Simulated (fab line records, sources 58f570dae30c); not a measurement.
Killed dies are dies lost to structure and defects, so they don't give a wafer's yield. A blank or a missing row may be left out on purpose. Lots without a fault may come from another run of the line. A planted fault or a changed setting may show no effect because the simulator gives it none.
fab line records | flow berkeley_cmos170
record lots=11 wafers=33 last_day=11
route steps=331 shown FIELD@90 NSD@197 M1@248 V2@305
lots that met no fault: from a run of the same line without faults
start_h: hours from the record's first day to the start of the lot's first wafer shown | wait_h: hours since the lot's step before | " the same as in the row above | L1.1+2: a row that stands for several wafers | - no value, or no start given | * or withheld: withheld | < > ~ a bound
route shown NAME@n: a module of which the file shows steps, and the number in the route of the first | usual: mean/standard deviation of fault-free wafers | same: alike in all rows | chamber/n: place in a boat | sites: the reading at each site | _std_site: their standard deviation | _edge_site: outer sites' mean less inner sites' | radius_mm: how far each site lies from the wafer's centre | mask NAME#n: copy n | behind: the tool/chamber that last shaped the wafer | hold: why the lot was held/for how many hours/how that ended | device: the transistor (n, p or np) that didn't switch | end of line: the same wafers' tests at the end of the route | a step without rows: its recipe alone | killed: dies lost to structure and defects at the first sort, not the wafer's yield | map: a wafer's dies, x killed, . not, _ none there
set.NAME: the setting as run; set.NAME@STEP: as run at that earlier step | model.NAME: the simulator's own value behind a step, which no gauge read
steps of the route over a sample of lots; a table a step, a row a wafer
## steps
# step UCB170_FIELD_OXIDATION_01
# recipe temp_c=1000 ambient=H2O p_h2o_torr=584.62 target_thk_a=5583 ox_time_s=7200
# usual spike_tc_centre_C=1003.3/1.4 spike_tc_load_C=1029.8/2.9 spike_tc_source_C=1025.8/1.4 tube_center_temp_C=1000/0.091 tube_center_temp_C_max=1002.6/0.44 zone_power_load_pct=33.3/0.81 zone_power_source_pct=34.3/0.42
# columns lot.wafer tool chamber start_h wait_h spike_tc_centre_C spike_tc_load_C spike_tc_source_C tube_center_temp_C tube_center_temp_C_max zone_power_load_pct zone_power_source_pct
L840.3 furnace-04 0 89.77 2.5 1003.1 1033.1 1026.5 1000 1002.6 33.5 34.1
L840.4 " 0 " " 1004.4 1031.6 1026.1 1000 1002.7 33.8 34.2
L840.5 " 0 " " 1005.1 1033.3 1027.3 999.82 1001.6 34.1 34.0
L841.3 furnace-02 0 98.52 2.7 998.5 1023.2 1024.7 1000.1 1003.4 31.7 33.9
L841.5 " 0 " " 1000.8 1024.9 1023.7 999.96 1002.3 31.8 34.1
L841.6 " 0 " " 1000.8 1023.5 1023.1 999.96 1002.1 31.7 34.0
L842.1 furnace-02 0 98.52 2.5 1001.9 1026.0 1022.3 1000.1 1002.7 32.1 33.7
L842.5 " 0 " " 1003.5 1024.5 1023.4 1000 1002.4 32.1 33.5
L842.6 " 0 " " 1001.3 1024.2 1025.1 999.96 1001.8 31.6 34.1
L843.4 furnace-04 0 114.33 2.2 1004.2 1033.0 1026.4 1000.1 1002.5 33.8 33.8
L843.5 " 0 " " 1006.0 1031.2 1026.5 1000.1 1002.2 33.8 34.5
L843.6 " 0 " " 1001.4 1030.7 1025.7 999.9 1001.9 34.0 34.2
L844.1 furnace-04 0 114.33 2.8 1004.2 1031.9 1028.4 999.9 1002.2 33.9 34.7
L844.2 " 0 " " 1004.8 1031.0 1026.5 999.93 1002.4 34.0 34.4
L844.6 " 0 " " 1004.7 1029.9 1025.7 999.93 1002.4 33.4 34.5
L845.1 furnace-04 0 114.33 3.0 1004.1 1031.2 1025.3 999.89 1002.1 33.6 34.6
L845.3 " 0 " " 1004.8 1031.7 1027.9 999.91 1002.3 33.5 34.4
L845.5 " 0 " " 1004.8 1030.1 1026.6 999.86 1001.3 33.6 34.3
L846.1 furnace-04 0 114.33 0.0 1002.4 1031.2 1025.8 1000 1002.7 34.0 34.6
L846.3 " 0 " " 1005.0 1032.4 1027.5 999.99 1002.8 34.0 34.5
L846.6 " 0 " " 1002.9 1031.7 1025.3 1000.1 1002.7 33.8 35.3
L849.1 furnace-04 0 129.78 6.4 1003.8 1030.8 1026.5 999.97 1002.7 33.5 35.1
L849.3 " 0 " " 1004.8 1030.6 1026.8 999.98 1003.0 33.5 34.4
L849.6 " 0 " " 1003.7 1030.9 1026.5 999.96 1002.4 34.6 35.1
L850.3 furnace-04 0 142.40 7.0 1035.5 1062.9 1059.5 1032 1033.9 36.1 37.4
L850.5 " 0 " " 1034.9 1064.3 1057.2 1031.9 1034.6 36.2 37.0
L850.6 " 0 " " 1037.6 1063.5 1058.9 1032.1 1034.4 36.2 37.4
L854.4 furnace-04 0 165.28 3.7 1034.8 1064.0 1058.8 1032 1034.4 36.5 37.6
L854.5 " 0 " " 1035.5 1063.2 1056.8 1032 1034.2 36.9 36.7
L854.6 " 0 " " 1034.3 1062.9 1059.9 1032 1035.4 36.5 37.0
L855.2 furnace-04 0 165.28 4.0 1035.6 1063.9 1058.2 1032.2 1034.6 36.2 38.0
L855.5 " 0 " " 1035.0 1062.8 1058.7 1032 1034.2 36.8 36.8
L855.6 " 0 " " 1036.6 1063.0 1059.2 1032 1034.8 36.7 37.3
# step UCB170_FIELD_THK_MEAS_02
# recipe reads=SiO2_of_FIELD_OXIDATION_01
# usual FIELD_OXIDE_THK=556/11
# columns lot.wafer tool chamber start_h wait_h FIELD_OXIDE_THK[nm]
L840.3 film_metro-02 - 92.85 0.1 538
L840.4 " - " " 538
L840.5 " - " " 534
L842.1 film_metro-04 - 101.52 0.0 560
L842.5 " - " " 571
L842.6 " - " " 563
L841.3 film_metro-02 - 101.54 0.0 549
L841.5 " - " " 558
L841.6 " - " " 562
L845.1 film_metro-02 - 117.33 0.0 560
L845.3 " - " " 547
L845.5 " - " " 544
L846.1 film_metro-03 - 117.37 0.0 550
L846.3 " - " " 549
L846.6 " - " " 558
L844.1 film_metro-02 - 117.39 0.1 538
L844.2 " - " " 542
L844.6 " - " " 539
L843.4 film_metro-03 - 117.46 0.1 556
L843.5 " - " " 564
L843.6 " - " " 562
L849.1 film_metro-04 - 132.78 0.0 553
L849.3 " - " " 549
L849.6 " - " " 553
L850.3 film_metro-03 - 145.42 0.0 662
L850.5 " - " " 661
L850.6 " - " " 673
L855.2 film_metro-03 - 168.29 0.0 663
L855.5 " - " " 667
L855.6 " - " " 669
L854.4 film_metro-02 - 168.31 0.0 663
L854.5 " - " " 652
L854.6 " - " " 660
# step UCB170_FIELD_THK_MEAS_90
# recipe reads=SiO2_of_FIELD_OXIDATION_01
# usual FIELD_OXIDE_LEFT_1_THK=439/11
# columns lot.wafer tool chamber start_h wait_h FIELD_OXIDE_LEFT_1_THK[nm]
L840.3 film_metro-04 - 100.62 0.0 421
L840.4 " - " " 421
L840.5 " - " " 418
L842.1 film_metro-03 - 110.45 0.0 444
L842.5 " - " " 455
L842.6 " - " " 446
L841.3 film_metro-04 - 110.47 0.0 433
L841.5 " - " " 441
L841.6 " - " " 445
L844.1 film_metro-04 - 126.72 0.0 420
L844.2 " - " " 424
L844.6 " - " " 421
L846.1 film_metro-03 - 126.72 0.0 433
L846.3 " - " " 432
L846.6 " - " " 440
L843.4 film_metro-02 - 126.75 0.0 437
L843.5 " - " " 446
L843.6 " - " " 443
L845.1 film_metro-03 - 126.78 0.1 443
L845.3 " - " " 430
L845.5 " - " " 426
L849.1 film_metro-03 - 145.66 0.0 437
L849.3 " - " " 433
L849.6 " - " " 438
L850.3 film_metro-02 - 154.03 0.0 545
L850.5 " - " " 544
L850.6 " - " " 556
L855.2 film_metro-03 - 176.31 0.0 545
L855.5 " - " " 550
L855.6 " - " " 552
L854.4 film_metro-02 - 176.33 0.0 545
L854.5 " - " " 534
L854.6 " - " " 542
# step UCB170_FIELD_THK_MEAS_91
# recipe reads=SiO2_of_FIELD_OXIDATION_01
# usual FIELD_OXIDE_LEFT_2_THK=351/11
# columns lot.wafer tool chamber start_h wait_h FIELD_OXIDE_LEFT_2_THK[nm]
L840.3 film_metro-03 - 121.77 0.0 332
L840.4 " - " " 333
L840.5 " - " " 329
L842.1 film_metro-04 - 127.77 0.0 355
L842.5 " - " " 366
L842.6 " - " " 358
L841.3 film_metro-03 - 127.87 0.0 345
L841.5 " - " " 353
L841.6 " - " " 357
L846.1 film_metro-02 - 150.08 0.0 344
L846.3 " - " " 343
L846.6 " - " " 351
L843.4 film_metro-03 - 150.49 0.0 349
L843.5 " - " " 358
L843.6 " - " " 355
L844.1 film_metro-02 - 151.75 0.0 331
L844.2 " - " " 336
L844.6 " - " " 332
L845.1 film_metro-03 - 151.75 0.0 354
L845.3 " - " " 342
L845.5 " - " " 338
L849.1 film_metro-04 - 168.34 0.0 351
L849.3 " - " " 347
L849.6 " - " " 352
L850.3 film_metro-04 - 174.44 0.0 458
L850.5 " - " " 457
L850.6 " - " " 468
L855.2 film_metro-02 - 203.37 0.0 457
L855.5 " - " " 462
L855.6 " - " " 464
L854.4 film_metro-03 - 203.45 0.0 458
L854.5 " - " " 446
L854.6 " - " " 454
# step UCB170_NSD_TW_MEAS_10
# usual NSD_TW=4203/35
# columns lot.wafer tool chamber start_h wait_h NSD_TW
L840.3 film_metro-01 - 156.48 0.1 4229
L840.4 " - " " 4229
L840.5 " - " " 4254
L841.3 film_metro-03 - 157.00 0.1 4155
L841.5 " - " " 4156
L841.6 " - " " 4154
L842.1 film_metro-04 - 157.16 0.1 4174
L842.5 " - " " 4146
L842.6 " - " " 4159
L843.4 film_metro-01 - 180.65 0.1 4262
L843.5 " - " " 4241
L843.6 " - " " 4241
L844.1 film_metro-04 - 181.35 0.1 4203
L844.2 " - " " 4206
L844.6 " - " " 4184
L846.1 film_metro-01 - 181.39 0.1 4249
L846.3 " - " " 4227
L846.6 " - " " 4236
L845.1 film_metro-01 - 181.83 0.1 4230
L845.3 " - " " 4229
L845.5 " - " " 4245
L849.1 film_metro-01 - 199.29 0.1 4205
L849.3 " - " " 4219
L849.6 " - " " 4224
L850.3 film_metro-01 - 204.67 0.1 4245
L850.5 " - " " 4231
L850.6 " - " " 4233
L854.4 film_metro-01 - 237.15 0.1 4252
L854.5 " - " " 4237
L854.6 " - " " 4241
L855.2 film_metro-04 - 237.71 0.1 4211
L855.5 " - " " 4202
L855.6 " - " " 4227
# step UCB170_M1_OVL_MEAS_10
# usual M1_OVL=-1/5.9
# columns lot.wafer tool chamber start_h wait_h M1_OVL[nm]
L840.3 overlay-01 - 166.06 0.1 -9
L840.4 " - " " -6
L840.5 " - " " -9
L841.3 overlay-02 - 168.26 0.1 -2
L841.5 " - " " 2
L841.6 " - " " 2
L842.1 overlay-01 - 168.35 0.1 5
L842.5 " - " " 6
L842.6 " - " " 7
L843.4 overlay-01 - 190.21 0.1 5
L843.5 " - " " 3
L843.6 " - " " 11
L844.1 overlay-02 - 190.76 0.1 -1
L844.2 " - " " -10
L844.6 " - " " -7
L846.1 overlay-01 - 191.09 0.1 2
L846.3 " - " " 1
L846.6 " - " " 3
L845.1 overlay-01 - 191.97 0.1 -1
L845.3 " - " " 1
L845.5 " - " " -1
L849.1 overlay-01 - 209.83 0.1 1
L849.3 " - " " 6
L849.6 " - " " -4
L850.3 overlay-01 - 214.32 0.1 2
L850.5 " - " " 1
L850.6 " - " " -1
L854.4 overlay-02 - 248.68 0.1 -5
L854.5 " - " " -1
L854.6 " - " " -2
L855.2 overlay-01 - 249.15 0.1 -1
L855.5 " - " " -9
L855.6 " - " " -3
# step UCB170_V2_OVL_MEAS_13
# usual V2_OVL=0/7
# columns lot.wafer tool chamber start_h wait_h V2_OVL[nm]
L840.3 overlay-01 - 177.45 0.1 5
L840.4 " - " " 0
L840.5 " - " " 3
L841.3 overlay-01 - 179.21 0.1 1
L841.5 " - " " -1
L841.6 " - " " -9
L842.1 overlay-01 - 179.49 0.1 -4
L842.5 " - " " -10
L842.6 " - " " -17
L843.4 overlay-02 - 199.58 0.1 6
L843.5 " - " " -9
L843.6 " - " " 4
L844.1 overlay-02 - 202.74 0.1 -13
L844.2 " - " " -8
L844.6 " - " " 0
L846.1 overlay-01 - 203.08 0.1 -10
L846.3 " - " " -8
L846.6 " - " " 1
L845.1 overlay-01 - 203.46 0.1 3
L845.3 " - " " 16
L845.5 " - " " 11
L849.1 overlay-02 - 220.01 0.1 -3
L849.3 " - " " 0
L849.6 " - " " 4
L850.3 overlay-02 - 225.18 0.1 12
L850.5 " - " " 9
L850.6 " - " " -5
L854.4 overlay-01 - 258.01 0.1 8
L854.5 " - " " 4
L854.6 " - " " 9
L855.2 overlay-01 - 267.29 0.1 1
L855.5 " - " " -1
L855.6 " - " " -1
## key
first_sign step=UCB170_FIELD_OXIDATION_01 reading=tube_center_temp_C direction=up sigmas=99+ usual=* struck=*
effect step=UCB170_FIELD_OXIDATION_01 reading=tube_center_temp_C_max direction=up sigmas=73 usual=* struck=*
effect step=UCB170_FIELD_THK_MEAS_02 reading=FIELD_OXIDE_THK direction=up sigmas=9.6 usual=556 struck=663
effect step=UCB170_FIELD_THK_MEAS_90 reading=FIELD_OXIDE_LEFT_1_THK direction=up sigmas=9.5 usual=439 struck=546
effect step=UCB170_FIELD_THK_MEAS_91 reading=FIELD_OXIDE_LEFT_2_THK direction=up sigmas=9.6 usual=351 struck=458
met_at UCB170_FIELD_OXIDATION_01
struck_lots L850,L854,L855
tester_left_out L850,L854,L855
not_acting_at UCB170_NSD_TW_MEAS_10,UCB170_M1_OVL_MEAS_10,UCB170_V2_OVL_MEAS_13
onset_between 129.78 142.40
fault kind=process_parameter_drift tool=furnace-04 chamber=- onset_h=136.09 steps=UCB170_FIELD_OXIDATION_01 channel=temp_c offset=* shape=step end_h=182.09 acts_in=* stated=*
# tester_left_out: of these lots the tester's yield and bins aren't shown, on N5 and GAA mostly nor the transistor test; their killed dies are dies lost to structure and defects alone, not to doping, threshold or leakage, so they don't give the yield
